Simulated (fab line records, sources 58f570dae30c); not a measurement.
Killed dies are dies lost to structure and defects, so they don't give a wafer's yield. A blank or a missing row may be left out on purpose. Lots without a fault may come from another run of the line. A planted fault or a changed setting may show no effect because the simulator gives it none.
fab line records | flow berkeley_cmos170
record lots=7 wafers=21 last_day=11
route steps=331 shown PVT@118 GATE@125 FIELD@126
lots that met no fault: from a run of the same line without faults
start_h: hours from the record's first day to the start of the lot's first wafer shown | wait_h: hours since the lot's step before | " the same as in the row above | L1.1+2: a row that stands for several wafers | - no value, or no start given | * or withheld: withheld | < > ~ a bound
route shown NAME@n: a module of which the file shows steps, and the number in the route of the first | usual: mean/standard deviation of fault-free wafers | same: alike in all rows | chamber/n: place in a boat | sites: the reading at each site | _std_site: their standard deviation | _edge_site: outer sites' mean less inner sites' | radius_mm: how far each site lies from the wafer's centre | mask NAME#n: copy n | behind: the tool/chamber that last shaped the wafer | hold: why the lot was held/for how many hours/how that ended | device: the transistor (n, p or np) that didn't switch | end of line: the same wafers' tests at the end of the route | a step without rows: its recipe alone | killed: dies lost to structure and defects at the first sort, not the wafer's yield | map: a wafer's dies, x killed, . not, _ none there
set.NAME: the setting as run; set.NAME@STEP: as run at that earlier step | model.NAME: the simulator's own value behind a step, which no gauge read
lots at some steps of the route; a table a step, a row a wafer
services: from which hour (start_h, from the record's first day; less than 0 if before it) a tool's chamber was out of use, for how many hours, and why
## steps
# step UCB170_PVT_EXPOSE_03
# recipe mask_id=NWELL target_cd_nm=3000 na=0.5 sigma_outer=0.6 source_shape=conventional dose_mj=30
# step UCB170_PVT_PEB_04
# recipe peb_temp_c=130 peb_time_s=withheld resist=KrF
# step UCB170_PVT_DEVELOP_05
# recipe developer=TMAH develop_time_s=45 resist=KrF dev_temp_c=21
# step UCB170_PVT_OVL_MEAS_06
# usual PVT_OVL=-2/4.7
# columns lot.wafer tool chamber start_h wait_h PVT_OVL[nm]
L803.2 overlay-02 - 120.65 - 6
L803.3 " - " " 6
L803.4 " - " " 7
L807.2 overlay-01 - 149.48 - -6
L807.5 " - " " -7
L807.6 " - " " 3
L813.1 overlay-02 - 179.73 - 5
L813.2 " - " " -1
L813.5 " - " " 2
L818.2 overlay-02 - 197.27 - 0
L818.4 " - " " 2
L818.6 " - " " -3
L819.1 overlay-01 - 197.54 - -2
L819.5 " - " " 2
L819.6 " - " " -7
L816.3 overlay-01 - 198.28 - 1
L816.4 " - " " -4
L816.6 " - " " -1
L820.2 overlay-01 - 209.64 - -3
L820.4 " - " " -6
L820.6 " - " " 2
# step UCB170_PVT_IMPLANT_07
# recipe species=P dose_cm2=2e+12 energy_kev=30 tilt_deg=7
# step UCB170_PVT_STRIP_08
# recipe chemistry=O2 power_w=400 pressure_mtorr=3500 platen_temp_c=withheld o2_flow_sccm=400 overash_fraction=0.5
# usual chamber_pressure_mTorr=3500/3.1 drypump_motor_current_A=5.7/0.37 oes_product_au=0.735/0.0044 strip_time_to_endpoint_s=21.63/0.068
# columns lot.wafer tool chamber start_h wait_h chamber_pressure_mTorr drypump_motor_current_A oes_product_au rf_hours_counter_h strip_time_to_endpoint_s
L803.2 plasma_asher-04 0 120.83 0.1 3499 5.9 0.730 40 21.61
L803.3 " 1 " " 3498 6.6 0.736 - 21.62
L803.4 " 0 " " 3504 5.8 0.737 - 21.55
L807.2 plasma_asher-03 1 149.66 0.1 3502 5.7 0.732 37 21.53
L807.5 " 0 " " 3497 5.5 0.734 - 21.53
L807.6 " 1 " " 3500 5.6 0.739 - 21.56
L813.1 plasma_asher-03 1 179.92 0.1 3502 5.7 0.727 41 21.78
L813.2 " 0 " " 3500 5.5 0.729 41 21.74
L813.5 " 1 " " 3499 5.7 0.735 - 21.79
L818.2 plasma_asher-03 1 197.45 0.1 3498 5.7 0.733 43 21.64
L818.4 " 1 " " 3497 5.7 0.741 - 21.64
L818.6 " 1 " " 3499 5.7 0.731 - 21.59
L819.1 plasma_asher-04 0 197.72 0.1 3502 5.9 0.733 49 21.69
L819.5 " 1 " " 3498 6.5 0.732 - 21.68
L819.6 " 0 " " 3500 5.9 0.739 - 21.69
L816.3 plasma_asher-04 1 198.49 0.1 3499 6.6 0.735 - 21.56
L816.4 " 0 " " 3508 5.9 0.736 - 21.52
L816.6 " 0 " " 3501 5.9 0.742 - 21.51
L820.2 plasma_asher-03 0 209.82 0.1 3501 5.5 0.738 44 21.68
L820.4 " 1 " " 3504 5.7 0.736 - 21.59
L820.6 " 1 " " 3502 5.7 0.739 - 21.64
# step UCB170_PVT_TW_MEAS_09
# usual PVT_TW=510.6/2.3
# columns lot.wafer tool chamber start_h wait_h PVT_TW
L803.2 film_metro-03 - 120.94 0.1 510.3
L803.3 " - " " 508.7
L803.4 " - " " 508.8
L807.2 film_metro-03 - 149.77 0.1 507.7
L807.5 " - " " 510.0
L807.6 " - " " 510.1
L813.1 film_metro-03 - 180.02 0.1 512.7
L813.2 " - " " 509.6
L813.5 " - " " 511.5
L818.2 film_metro-03 - 197.56 0.1 510.4
L818.4 " - " " 512.1
L818.6 " - " " 507.1
L819.1 film_metro-02 - 197.82 0.1 509.4
L819.5 " - " " 511.9
L819.6 " - " " 509.6
L816.3 film_metro-04 - 198.57 0.1 507.5
L816.4 " - " " 509.3
L816.6 " - " " 510.9
L820.2 film_metro-04 - 209.93 0.1 512.7
L820.4 " - " " 510.6
L820.6 " - " " 510.0
# step UCB170_GATE_WET_ETCH_00
# recipe chemistry=dHF dilution=25:1 target=SiO2 temp_c=25 time_s=200
# step UCB170_FIELD_THK_MEAS_91
# recipe reads=SiO2_of_FIELD_OXIDATION_01
# usual FIELD_OXIDE_LEFT_2_THK=353/13
# columns lot.wafer tool chamber start_h wait_h FIELD_OXIDE_LEFT_2_THK[nm]
L803.2 film_metro-02 - 121.07 0.0 331
L803.3 " - " " 335
L803.4 " - " " 348
L807.2 film_metro-03 - 149.89 0.0 356
L807.5 " - " " 362
L807.6 " - " " 355
L813.1 film_metro-03 - 180.14 0.0 351
L813.2 " - " " 346
L813.5 " - " " 350
L818.2 film_metro-04 - 197.68 0.0 341
L818.4 " - " " 344
L818.6 " - " " 349
L819.1 film_metro-03 - 197.95 0.0 340
L819.5 " - " " 337
L819.6 " - " " 341
L816.3 film_metro-02 - 198.76 0.0 352
L816.4 " - " " 348
L816.6 " - " " 336
L820.2 film_metro-03 - 210.06 0.0 360
L820.4 " - " " 354
L820.6 " - " " 352
# step UCB170_GATE_OXIDATION_01
# recipe temp_c=850 ambient=O2 target_thk_a=66 ox_time_s=1800
# step UCB170_GATE_THK_MEAS_02
# recipe reads=SiO2_of_GATE_OXIDATION_01
# usual GATE_OXIDE_THK=6.67/0.13
# columns lot.wafer tool chamber start_h wait_h GATE_OXIDE_THK[nm]
L803.2 film_metro-03 - 125.86 0.0 6.62
L803.3 " - " " 6.62
L803.4 " - " " 6.66
L807.2 film_metro-01 - 153.38 0.0 6.63
L807.5 " - " " 6.49
L807.6 " - " " 6.60
L813.1 film_metro-01 - 184.00 0.0 6.44
L813.2 " - " " 6.49
L813.5 " - " " 6.42
L819.1 film_metro-04 - 202.29 0.0 6.62
L819.5 " - " " 6.64
L819.6 " - " " 6.50
L818.2 film_metro-03 - 202.30 0.0 6.82
L818.4 " - " " 6.81
L818.6 " - " " 6.86
L816.3 film_metro-01 - 202.31 0.0 6.65
L816.4 " - " " 6.65
L816.6 " - " " 6.67
L820.2 film_metro-04 - 213.08 0.0 6.47
L820.4 " - " " 6.37
L820.6 " - " " 6.41
# step UCB170_GATE_ANNEAL_03
# recipe temp_c=900 time_s=1800 ambient=N2
# step UCB170_GATE_CVD_04
# recipe material=poly-Si temp_c=610 precursor=SiH4 time_s=1440 pressure_mtorr=375 target_thk_nm=214 sih4_flow_sccm=120
# usual zone_power_source_pct=12.3/0.56
# columns lot.wafer tool chamber start_h wait_h zone_power_source_pct model.poly-Si_of_GATE_CVD_04.thk_nm
L803.2 lpcvd-02 0 131.73 0.0 11.8 215.5
L803.3 " 0 " " 11.9 215.5
L803.4 " 0 " " 11.8 216.7
L807.2 lpcvd-01 0 157.72 0.3 13.0 211.6
L807.5 " 0 " " 12.9 210.6
L807.6 " 0 " " 13.1 212
L813.1 lpcvd-01 0 187.83 0.6 13.0 215.8
L813.2 " 0 " " 12.8 215.4
L813.5 " 0 " " 13.1 215.9
L816.3 lpcvd-02 1 205.90 0.0 13.1 338.3
L816.4 " 1 " " 12.7 338.2
L816.6 " 1 " " 12.9 337.1
L818.2 lpcvd-02 1 205.90 0.0 13.1 335.8
L818.4 " 1 " " 13.2 332.6
L818.6 " 1 " " 12.9 333.4
L819.1 lpcvd-02 1 205.90 0.0 13.0 337
L819.5 " 1 " " 12.8 336.5
L819.6 " 1 " " 12.7 336.7
L820.2 lpcvd-01 1 217.57 0.0 12.2 214
L820.4 " 1 " " 12.2 213.6
L820.6 " 1 " " 12.3 213.1
# step UCB170_GATE_THK_MEAS_05
# recipe reads=poly-Si_of_GATE_CVD_04
# usual GATE_POLY_THK=214.1/2
# columns lot.wafer tool chamber start_h wait_h GATE_POLY_THK[nm]
L803.2 film_metro-03 - 133.14 0.0 215.5
L803.3 " - " " 215.4
L803.4 " - " " 216.8
L807.2 film_metro-01 - 159.13 0.0 211.7
L807.5 " - " " 210.4
L807.6 " - " " 212.0
L813.1 film_metro-03 - 189.93 0.0 215.7
L813.2 " - " " 215.5
L813.5 " - " " 215.8
L818.2 film_metro-04 - 207.31 0.0 335.7
L818.4 " - " " 332.6
L818.6 " - " " 333.3
L819.1 film_metro-01 - 207.31 0.0 336.8
L819.5 " - " " 336.8
L819.6 " - " " 336.8
L816.3 film_metro-04 - 207.38 0.1 338.4
L816.4 " - " " 338.3
L816.6 " - " " 337.2
L820.2 film_metro-01 - 218.98 0.0 214.0
L820.4 " - " " 213.7
L820.6 " - " " 213.1
# step UCB170_GATE_COAT_06
# recipe resist=BARC temp_c=withheld time_s=withheld spin_rpm=3000 resist_thk_nm=withheld
# step UCB170_GATE_COAT_07
# recipe resist=KrF spin_rpm=1500 resist_thk_nm=900
# step UCB170_GATE_SOFTBAKE_08
# recipe resist=KrF temp_c=130 time_s=60
# step UCB170_GATE_EXPOSE_09
# recipe mask_id=POLY target_cd_nm=350 na=0.5 sigma_outer=0.6 source_shape=conventional dose_mj=21
# step UCB170_GATE_PEB_10
# recipe peb_temp_c=130 peb_time_s=withheld resist=KrF
# step UCB170_GATE_DEVELOP_11
# recipe developer=TMAH develop_time_s=45 resist=KrF dev_temp_c=21
# step UCB170_GATE_CD_MEAS_12
# recipe target_cd_nm=350
# usual cd_nm=349.6/1.3
# columns lot.wafer tool chamber start_h wait_h cd_nm
L803.2 cd_sem-01 - 134.32 - 349.3
L803.3 " - " " 349.3
L803.4 " - " " 348.2
L807.2 cd_sem-02 - 161.88 - 350.0
L807.5 " - " " 349.6
L807.6 " - " " 350.4
L813.1 cd_sem-01 - 191.05 - 349.7
L813.2 " - " " 349.3
L813.5 " - " " 349.7
L818.2 cd_sem-01 - 208.22 - 348.7
L818.4 " - " " 350.2
L818.6 " - " " 349.5
L819.1 cd_sem-02 - 208.44 - 349.6
L819.5 " - " " 349.2
L819.6 " - " " 349.7
L816.3 cd_sem-01 - 208.97 - 350.0
L816.4 " - " " 349.4
L816.6 " - " " 350.1
L820.2 cd_sem-02 - 220.22 - 346.5
L820.4 " - " " 348.0
L820.6 " - " " 349.6
# step UCB170_GATE_OVL_MEAS_13
# usual GATE_OVL=-6/5.8
# columns lot.wafer tool chamber start_h wait_h GATE_OVL[nm]
L803.2 overlay-02 - 134.43 0.1 3
L803.3 " - " " 2
L803.4 " - " " 7
L807.2 overlay-02 - 161.99 0.1 -7
L807.5 " - " " -15
L807.6 " - " " -8
L813.1 overlay-02 - 191.17 0.1 -8
L813.2 " - " " -12
L813.5 " - " " -12
L818.2 overlay-01 - 208.33 0.1 -11
L818.4 " - " " -2
L818.6 " - " " -14
L819.1 overlay-01 - 208.56 0.1 -6
L819.5 " - " " -9
L819.6 " - " " -11
L816.3 overlay-02 - 209.06 0.1 3
L816.4 " - " " -1
L816.6 " - " " -8
L820.2 overlay-01 - 220.32 0.1 -4
L820.4 " - " " -10
L820.6 " - " " -8
# step UCB170_GATE_ETCH_14
# recipe chemistry=N2/H2 target_depth_a=withheld overetch_a=withheld target=BARC time_s=withheld source_w=500 bias_w=100 pressure_mtorr=30 n2_flow_sccm=100 h2_flow_sccm=200
# usual chamber_pressure_mTorr=29.999/0.024 drypump_motor_current_A=5.9/0.45 oes_product_au=0.985/0.02 throttle_valve_pct=13.37/0.19
# columns lot.wafer tool chamber start_h wait_h chamber_pressure_mTorr drypump_motor_current_A oes_product_au throttle_valve_pct
L803.2 rie_diel-04 0 134.46 0.0 30.027 6.0 0.989 13.43
L803.3 " 2 " " 29.979 6.3 0.987 13.53
L803.4 " 1 " " 29.993 6.3 0.997 13.54
L807.2 rie_diel-01 1 162.02 0.0 29.965 5.0 0.940 13.58
L807.5 " 3 " " 29.980 5.6 0.970 13.17
L807.6 " 1 " " 30.016 5.0 0.944 13.56
L813.1 rie_diel-02 0 191.20 0.0 30.020 6.0 0.980 13.30
L813.2 " 1 " " 29.990 5.9 1.007 13.52
L813.5 " 1 " " 29.995 5.9 1.010 13.52
L818.2 rie_diel-04 3 208.36 0.0 30.002 5.3 0.990 13.00
L818.4 " 2 " " 29.983 6.3 1.000 13.52
L818.6 " 2 " " 29.986 6.3 1.005 13.52
L819.1 rie_diel-02 0 208.60 0.0 29.957 6.0 0.975 13.32
L819.5 " 2 " " 29.976 6.4 0.959 13.43
L819.6 " 1 " " 29.987 5.9 1.012 13.51
L816.3 rie_diel-04 0 209.08 0.0 30.000 5.9 0.988 13.44
L816.4 " 2 " " 29.985 6.3 0.992 13.54
L816.6 " 0 " " 30.022 6.0 0.977 13.44
L820.2 rie_diel-04 2 220.35 0.0 29.976 6.3 1.001 13.53
L820.4 " 1 " " 30.012 6.4 1.003 13.57
L820.6 " 3 " " 29.988 5.3 1.013 12.99
# step UCB170_GATE_ETCH_15
# recipe chemistry=HBr/Cl2 target=poly-Si stop_on=SiO2 over_etch_frac=0.3 icp_w=300 bias_w=150 time_s=56.3 pressure_mtorr=15 HBr_flow_sccm=150 Cl2_flow_sccm=50 target_depth_a=2782
# usual HBr_flow_sccm=150.0/0.44 chamber_pressure_mTorr=15.001/0.014 drypump_motor_current_A=5.3/0.38 mfc_cl2_sccm=50.00/0.16 oes_product_au=0.831/0.011 throttle_valve_pct=26.49/0.23
# columns lot.wafer tool chamber start_h wait_h HBr_flow_sccm chamber_pressure_mTorr drypump_motor_current_A mfc_cl2_sccm oes_product_au rf_hours_counter_h throttle_valve_pct model.etch.depth_nm model.GATE.feature_depth_nm
L803.2 rie_si-02 3 134.50 - 149.9 14.985 5.1 50.10 0.838 0 26.27 215.5 215.6
L803.3 " 0 " " 149.9 15.000 5.6 49.87 0.837 124 26.48 215.5 215.5
L803.4 " 3 " " 149.7 14.985 5.1 50.10 0.841 - 26.28 216.7 216.8
L807.2 rie_si-02 3 162.06 - 149.7 14.996 5.1 50.13 0.829 0 26.30 211.6 211.7
L807.5 " 1 " " 150.5 14.997 4.8 50.18 0.826 - 26.72 210.6 210.6
L807.6 " 2 " " 150.0 15.000 5.4 49.86 0.819 - 26.52 212 212.1
L813.1 rie_si-01 1 191.25 - 150.4 14.982 5.1 50.16 0.827 1 26.18 215.8 215.9
L813.2 " 2 " " 149.8 15.003 5.2 49.89 0.849 1 26.30 215.4 215.5
L813.5 " 3 " " 150.2 14.990 5.5 50.07 0.818 - 26.51 215.9 216
L818.2 rie_si-01 2 208.40 - 150.4 14.992 5.2 50.02 1.044 1 26.31 287.9 287.9
L818.4 " 0 " " 150.2 15.027 6.2 50.07 1.030 10 26.95 287 287
L818.6 " 3 " " 150.0 15.008 5.5 49.88 1.019 - 26.52 290.3 290.3
L819.1 rie_si-02 2 208.64 - 150.6 14.994 5.4 50.06 1.015 1 26.52 285.2 285.2
L819.5 " 2 " " 150.1 15.007 5.4 50.08 1.021 - 26.51 285.8 285.8
L819.6 " 1 " " 150.1 15.006 4.8 49.79 0.991 - 26.70 277.2 277.2
L816.3 rie_si-01 1 209.13 - 149.4 15.002 5.1 49.66 0.999 1 26.17 282.4 282.4
L816.4 " 2 " " 150.8 15.015 5.2 49.87 1.044 1 26.28 291 291
L816.6 " 1 " " 149.9 15.016 5.1 50.04 0.991 - 26.18 282.1 282.1
L820.2 rie_si-02 1 220.40 - 150.5 15.007 4.8 49.85 0.827 1 26.70 214 214
L820.4 " 0 " " 150.3 14.981 5.6 49.97 0.812 0 26.35 213.6 213.6
L820.6 " 2 " " 149.3 14.999 5.4 49.82 0.825 - 26.52 213.1 213.2
# step UCB170_GATE_STRIP_16
# recipe chemistry=O2 power_w=400 pressure_mtorr=3500 platen_temp_c=withheld o2_flow_sccm=400 overash_fraction=0.5
# usual chamber_pressure_mTorr=3500/3.2 drypump_motor_current_A=5.8/0.4 oes_product_au=0.725/0.0046
# columns lot.wafer tool chamber start_h wait_h chamber_pressure_mTorr drypump_motor_current_A oes_product_au rf_hours_counter_h model.poly-Si_of_GATE_CVD_04.thk_nm
L803.2 plasma_asher-04 1 134.55 0.0 3494 6.6 0.730 41 215.1
L803.3 " 0 " " 3501 5.9 0.719 - 215.1
L803.4 " 1 " " 3501 6.6 0.731 - 216.4
L807.2 plasma_asher-01 0 162.11 0.0 3496 5.4 0.721 5 211.2
L807.5 " 1 " " 3499 5.5 0.724 - 210.3
L807.6 " 0 " " 3503 5.4 0.715 - 211.6
L813.1 plasma_asher-01 1 191.29 0.0 3502 5.5 0.721 8 215.4
L813.2 " 0 " " 3506 5.4 0.732 8 215.1
L813.5 " 0 " " 3499 5.4 0.728 - 215.5
L818.2 plasma_asher-04 1 208.45 0.0 3501 6.5 0.723 50 335.5
L818.4 " 0 " " 3497 5.9 0.726 - 332.2
L818.6 " 1 " " 3492 6.5 0.719 - 333.1
L819.1 plasma_asher-01 1 208.69 0.0 3496 5.5 0.725 10 336.6
L819.5 " 1 " " 3498 5.5 0.724 - 336.2
L819.6 " 0 " " 3505 5.4 0.720 - 336.3
L816.3 plasma_asher-02 0 209.21 0.1 3503 5.9 0.728 - 337.9
L816.4 " 1 " " 3500 5.5 0.726 - 337.9
L816.6 " 1 " " 3498 5.6 0.723 - 336.7
L820.2 plasma_asher-01 1 220.44 0.0 3495 5.5 0.735 12 213.6
L820.4 " 0 " " 3496 5.4 0.729 - 213.3
L820.6 " 0 " " 3503 5.4 0.729 - 212.7
# step UCB170_GATE_CD_MEAS_90
# recipe target_cd_nm=350
# usual cd_nm=349.9/1.7
# columns lot.wafer tool chamber start_h wait_h cd_nm
L803.2 cd_sem-01 - 134.67 0.1 349.2
L803.3 " - " " 349.7
L803.4 " - " " 347.4
L807.2 cd_sem-02 - 162.25 0.1 350.8
L807.5 " - " " 350.0
L807.6 " - " " 350.3
L813.1 cd_sem-02 - 191.39 0.1 351.6
L813.2 " - " " 350.7
L813.5 " - " " 351.0
L818.2 cd_sem-01 - 208.57 0.1 347.3
L818.4 " - " " 349.9
L818.6 " - " " 349.3
L819.1 cd_sem-02 - 208.79 0.1 350.5
L819.5 " - " " 351.1
L819.6 " - " " 350.1
L816.3 cd_sem-01 - 209.31 0.1 351.3
L816.4 " - " " 349.2
L816.6 " - " " 350.7
L820.2 cd_sem-02 - 220.82 0.3 346.9
L820.4 " - " " 348.5
L820.6 " - " " 348.6
## services
# columns tool chamber start_h hours kind
rie_diel-04 3 100.92 19.7 repair
plasma_asher-03 - 104.85 0.5 repair
rie_si-02 1 107.26 - clean
rie_si-02 1 107.26 31.6 scheduled_down
rie_si-02 1 107.26 31.6 vent_cycle
plasma_asher-01 - 108.75 9.0 pm
plasma_asher-01 0 108.75 9.0 vent_cycle
plasma_asher-01 1 108.75 9.0 vent_cycle
rie_si-02 2 110.20 2.4 repair
rie_diel-01 3 113.18 8.3 repair
plasma_asher-01 0 117.75 - clean
plasma_asher-01 1 117.75 - clean
rie_diel-01 0 156.01 6.6 repair
rie_si-02 0 159.23 - clean
rie_si-02 0 159.23 18.7 scheduled_down
rie_si-02 0 159.23 18.7 vent_cycle
rie_si-01 - 160.83 14.6 pm
rie_diel-01 3 162.95 6.2 repair
rie_diel-02 1 168.39 8.0 repair
rie_si-02 - 178.08 0.3 repair
rie_diel-04 1 179.49 4.3 repair
lpcvd-02 - 196.87 1.1 repair
plasma_asher-02 - 197.89 0.8 repair
plasma_asher-04 - 218.20 1.5 repair
## key
first_sign step=UCB170_GATE_THK_MEAS_05 reading=GATE_POLY_THK direction=up sigmas=61 usual=214.1 struck=336.2
effect step=UCB170_GATE_ETCH_15 reading=oes_product_au direction=up sigmas=17 usual=0.831 struck=1.017
model_effect step=UCB170_GATE_CVD_04 value=poly-Si_of_GATE_CVD_04.thk_nm without=213.2 struck=336.2
model_effect step=UCB170_GATE_ETCH_15 value=etch.depth_nm without=213.2 struck=285.4
model_effect step=UCB170_GATE_STRIP_16 value=poly-Si_of_GATE_CVD_04.thk_nm without=212.8 struck=335.8
met_at UCB170_GATE_CVD_04
struck_wafers L816.3,L816.4,L816.6,L818.2,L818.4,L818.6,L819.1,L819.5,L819.6
later_rows_left_out L816.3,L816.4,L816.6,L818.2,L818.4,L818.6,L819.1,L819.5,L819.6
sort_left_out L816.3,L816.4,L816.6,L818.2,L818.4,L818.6,L819.1,L819.5,L819.6
tester_left_out L816,L818,L819
fault kind=process_parameter_drift tool=lpcvd-02 chamber=1 onset_h=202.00 steps=UCB170_GATE_CVD_04 channel=target_thk_nm offset=123.03 shape=step end_h=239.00 acts_in=these_recipes_only stated=214
# tester_left_out: of these lots the tester's yield and bins aren't shown, on N5 and GAA mostly nor the transistor test; their killed dies are dies lost to structure and defects alone, not to doping, threshold or leakage, so they don't give the yield
# sort_left_out: the simulated sort isn't trusted on such a fault, so these wafers' sort isn't shown, and their yield isn't known
# later_rows_left_out: the simulator's readings of these wafers behind a module that went badly wrong aren't trusted and aren't shown, but for the sort
